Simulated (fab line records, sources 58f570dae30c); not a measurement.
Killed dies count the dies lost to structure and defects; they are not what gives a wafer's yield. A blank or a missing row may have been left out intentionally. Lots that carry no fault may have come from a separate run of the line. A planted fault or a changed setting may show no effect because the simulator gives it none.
Which of the tools did it?    flow berkeley_cmos170    14 lots with 42 wafers sampled at 6 steps, on a route of 331 steps

## WHAT EACH GAUGE READ, for each wafer
UCB170_NVT_OVL_MEAS_06. Usual: for NVT_OVL the level is -1 nm and the standard deviation is 5.6.
lot   measured      on          NVT_OVL (nm)  flag
L255  day 6 11:58   overlay-02  -10 -18 -3    
L256  day 7 03:02   overlay-01  -8 -2 -3      
L258  day 7 12:43   overlay-02  6 5 11        
L262  day 7 21:05   overlay-02  1 -1 -4       
L263  day 7 21:21   overlay-01  -11 -5 -5     
L264  day 8 08:04   overlay-01  7 -2 -11      
L265  day 8 23:02   overlay-01  2 -2 3        
L266  day 8 23:17   overlay-02  0 2 3         
L267  day 8 23:32   overlay-01  -4 -5 -5      
L272  day 10 08:14  overlay-01  0 1 3         
L273  day 10 13:14  overlay-02  -1 1 1        
L274  day 10 13:31  overlay-01  1 1 -4        
L277  day 10 23:04  overlay-02  -4 0 -6       
L278  day 11 06:31  overlay-01  17 10 11      

UCB170_GATE_CD_MEAS_12: the cd target is 350 nm. Usual: cd_nm 350.1 nm, standard deviation 1.3.
lot   measured      on         cd_nm (nm)         flag
L255  day 7 06:43   cd_sem-01  351.7 350.8 350.4  
L256  day 7 19:20   cd_sem-01  352.0 351.5 351.3  
L258  day 8 08:47   cd_sem-01  348.4 348.7 350.5  
L262  day 8 14:24   cd_sem-02  347.6 347.0 348.4  
L263  day 8 14:41   cd_sem-01  352.5 351.3 351.4  
L264  day 9 07:21   cd_sem-02  348.5 349.7 350.0  
L265  day 9 16:17   cd_sem-01  352.1 352.0 351.7  
L266  day 9 16:20   cd_sem-02  350.1 352.2 350.6  
L267  day 9 16:01   cd_sem-01  349.8 349.8 351.1  
L272  day 11 01:17  cd_sem-01  348.4 349.7 350.2  
L273  day 11 01:29  cd_sem-02  350.1 349.5 349.4  
L274  day 11 01:48  cd_sem-01  348.4 347.6 349.3  
L277  day 11 15:54  cd_sem-01  350.4 350.7 350.3  
L278  day 12 02:04  cd_sem-02  350.1 351.2 349.7  

UCB170_NLDD_TW_MEAS_11. Usual: for NLDD_TW the level is 2210 and the standard deviation is 16.
lot   measured      on             NLDD_TW            flag
L255  day 7 12:02   film_metro-03  2230 2216 2227     
L256  day 8 00:01   film_metro-02  2190 2192 2185     
L258  day 8 15:39   film_metro-02  2197 2193 2194     
L262  day 8 19:07   film_metro-02  2196 2202 2184     
L263  day 8 19:23   film_metro-02  2209 2202 2205     
L264  day 9 12:16   film_metro-02  2207 2203 2200     
L265  day 9 20:24   film_metro-03  2235 2221 2223     
L266  day 9 21:06   film_metro-02  2213 2216 2205     
L267  day 9 19:58   film_metro-02  2212 2224 2213     
L272  day 11 07:46  film_metro-02  30 30 30 29 30 30  OFF
L273  day 11 08:27  film_metro-01  30 30 30 30 30 30  OFF
L274  day 11 08:44  film_metro-03  2228 2222 2220     
L277  day 11 20:25  film_metro-02  2186 2183 2194     
L278  day 12 07:13  film_metro-02  2214 2209 2218     

UCB170_SDANNEAL_RS_MEAS_03: measures by four-point-probe. Usual: for NSD_RS the level is 37.27 ohm/sq and the standard deviation is 0.09.
lot   measured      on             NSD_RS (ohm/sq)    flag
L255  day 7 22:07   film_metro-02  37.44 37.22 37.24  
L256  day 8 13:41   film_metro-03  37.30 37.13 37.26  
L258  day 9 06:28   film_metro-01  37.20 37.20 37.08  
L262  day 9 06:29   film_metro-02  37.30 37.39 37.28  
L263  day 9 08:04   film_metro-03  37.17 37.26 37.26  
L264  day 9 23:39   film_metro-01  37.30 37.26 37.19  
L265  day 10 09:40  film_metro-02  37.21 37.21 37.32  
L266  day 10 09:29  film_metro-01  37.21 37.32 37.19  
L267  day 10 09:14  film_metro-03  37.16 37.27 37.18  
L274  day 11 18:55  film_metro-01  37.23 37.22 37.20  
L277  day 12 10:41  film_metro-03  37.39 37.35 37.23  
L278  day 12 17:04  film_metro-02  37.11 37.16 37.16  

## WHICH TOOL RAN EACH LOT (tool, then ch and the chambers of the sampled wafers, then the start)
lot   UCB170_PLDD_STRIP_10                  UCB170_NLDD_STRIP_10
L255  plasma_asher-04 ch 0,1, day 7 09:27   plasma_asher-02 ch 0,1, day 7 11:55
L256  plasma_asher-01 ch 0,1, day 7 22:17   plasma_asher-03 ch 0,1, day 7 23:55
L258  plasma_asher-01 ch 0,1, day 8 13:21   plasma_asher-02 ch 0,1, day 8 15:33
L262  plasma_asher-03 ch 0,1, day 8 16:44   plasma_asher-02 ch 0,1, day 8 19:00
L263  plasma_asher-03 ch 0,1, day 8 17:02   plasma_asher-01 ch 0,1, day 8 19:17
L264  plasma_asher-04 ch 0,1, day 9 09:37   plasma_asher-02 ch 0,1, day 9 12:10
L265  plasma_asher-03 ch 0,1, day 9 18:25   plasma_asher-01 ch 0,1, day 9 20:18
L266  plasma_asher-01 ch 0,1, day 9 18:41   plasma_asher-03 ch 0,1, day 9 21:01
L267  plasma_asher-04 ch 0, day 9 18:07     plasma_asher-02 ch 0,1, day 9 19:51
L272  plasma_asher-01 ch 0,1, day 11 04:28  plasma_asher-02 ch 0, day 11 07:40
L273  plasma_asher-03 ch 0,1, day 11 04:46  plasma_asher-03 ch 0,1, day 11 08:20
L274  plasma_asher-03 ch 0,1, day 11 05:06  plasma_asher-02 ch 0,1, day 11 08:39
L277  plasma_asher-03 ch 0,1, day 11 18:20  plasma_asher-01 ch 0,1, day 11 20:18
L278  plasma_asher-01 ch 0,1, day 12 04:48  plasma_asher-02 ch 0,1, day 12 07:07
- UCB170_PLDD_STRIP_10: strips in O2.
- UCB170_NLDD_STRIP_10: strips in O2.

## WHAT THE TOOLS THEMSELVES READ (means of the sampled wafers that have a number; where no wafer has one, the mark that the record gives instead)
UCB170_PLDD_STRIP_10. Usual: chamber_pressure_mTorr 3500.0 mTorr, standard deviation 2.8; drypump_motor_current_A 5.6 A, standard deviation 0.44; o2_flow_sccm 400.2 sccm, standard deviation 1.4; oes_product_au 0.734 a.u., standard deviation 0.0044; strip_time_to_endpoint_s 21.66 s, standard deviation 0.066.
lot   tool             chamber_pressure_mTorr (mTorr)  drypump_motor_current_A (A)  o2_flow_sccm (sccm)  oes_product_au (a.u.)  strip_time_to_endpoint_s (s)  flag
L255  plasma_asher-04  3500.1                          5.9                          400.3                0.733                  21.53                         
L256  plasma_asher-01  3499.1                          6.0                          399.8                0.738                  21.73                         
L258  plasma_asher-01  3501.5                          6.0                          400.0                0.738                  21.70                         
L262  plasma_asher-03  3501.2                          5.3                          398.9                0.733                  21.61                         
L263  plasma_asher-03  3501.6                          5.4                          399.1                0.734                  21.67                         
L264  plasma_asher-04  3501.2                          5.9                          399.3                0.739                  21.77                         
L265  plasma_asher-03  3497.0                          5.1                          399.6                0.735                  21.71                         
L266  plasma_asher-01  3502.2                          6.0                          400.5                0.736                  21.68                         
L267  plasma_asher-04  3501.7                          5.6                          400.2                0.733                  21.65                         
L272  plasma_asher-01  -                               -                            -                    -                      -                             OFF
L273  plasma_asher-03  -                               -                            -                    -                      -                             OFF
L274  plasma_asher-03  3499.7                          5.1                          400.8                0.735                  21.75                         
L277  plasma_asher-03  3501.3                          5.3                          400.6                0.733                  21.50                         
L278  plasma_asher-01  3501.4                          6.0                          401.3                0.739                  21.59                         

UCB170_NLDD_STRIP_10. Usual: chamber_pressure_mTorr 3500 mTorr, standard deviation 3.4; drypump_motor_current_A 5.5 A, standard deviation 0.42; o2_flow_sccm 400.1 sccm, standard deviation 1.1; oes_product_au 0.734 a.u., standard deviation 0.0047; strip_time_to_endpoint_s 21.62 s, standard deviation 0.064.
lot   tool             chamber_pressure_mTorr (mTorr)  drypump_motor_current_A (A)  o2_flow_sccm (sccm)  oes_product_au (a.u.)  strip_time_to_endpoint_s (s)  flag
L255  plasma_asher-02  3503                            5.3                          401.0                0.738                  21.65                         
L256  plasma_asher-03  3504                            5.3                          400.0                0.741                  21.55                         
L258  plasma_asher-02  3502                            5.3                          399.9                0.729                  21.57                         
L262  plasma_asher-02  3504                            5.4                          399.3                0.732                  21.52                         
L263  plasma_asher-01  3499                            6.0                          400.3                0.733                  21.65                         
L264  plasma_asher-02  3500                            5.4                          399.9                0.732                  21.62                         
L265  plasma_asher-01  3499                            6.0                          400.6                0.735                  21.62                         
L266  plasma_asher-03  3500                            5.1                          399.4                0.732                  21.72                         
L267  plasma_asher-02  3503                            5.4                          400.9                0.735                  21.54                         
L272  plasma_asher-02  3499                            5.6                          400.3                0.738                  47.89                         OFF
L273  plasma_asher-03  3503                            5.1                          399.7                0.739                  47.91                         OFF
L274  plasma_asher-02  3500                            5.3                          400.1                0.731                  21.69                         
L277  plasma_asher-01  3501                            6.0                          400.5                0.733                  21.60                         
L278  plasma_asher-02  3500                            5.3                          399.9                0.737                  21.54                         

## THE ANSWER, worked out from the rows above alone
Rule: a lot counts as off when the mean over its wafers that have a number is more than 3 standard deviations away from the usual mean. Also off: a lot with no number at a reading for which 4 or more lots have one. All remaining lots with rows at the step are treated as sound. After the gauges, taken in route order, come the tools' own readings; for these a lot's mean is taken, as printed above. The first step at which some lot is off is used, and at that step the reading that is off furthest; a lot without a number counts as furthest.
Off: L272, L273, at UCB170_NLDD_TW_MEAS_11 (NLDD_TW).
If a tool, at a process step before that reading, ran all the lots that are off and no sound lot after the first of them, it fits. Not tried: the gauges at UCB170_NLDD_TW_MEAS_11; whatever is off there is also off at UCB170_PLDD_STRIP_10, on other tools, and gauge error can't account for it. None of those tried fits.

## WHAT WAS PUT IN BY THE SIMULATOR
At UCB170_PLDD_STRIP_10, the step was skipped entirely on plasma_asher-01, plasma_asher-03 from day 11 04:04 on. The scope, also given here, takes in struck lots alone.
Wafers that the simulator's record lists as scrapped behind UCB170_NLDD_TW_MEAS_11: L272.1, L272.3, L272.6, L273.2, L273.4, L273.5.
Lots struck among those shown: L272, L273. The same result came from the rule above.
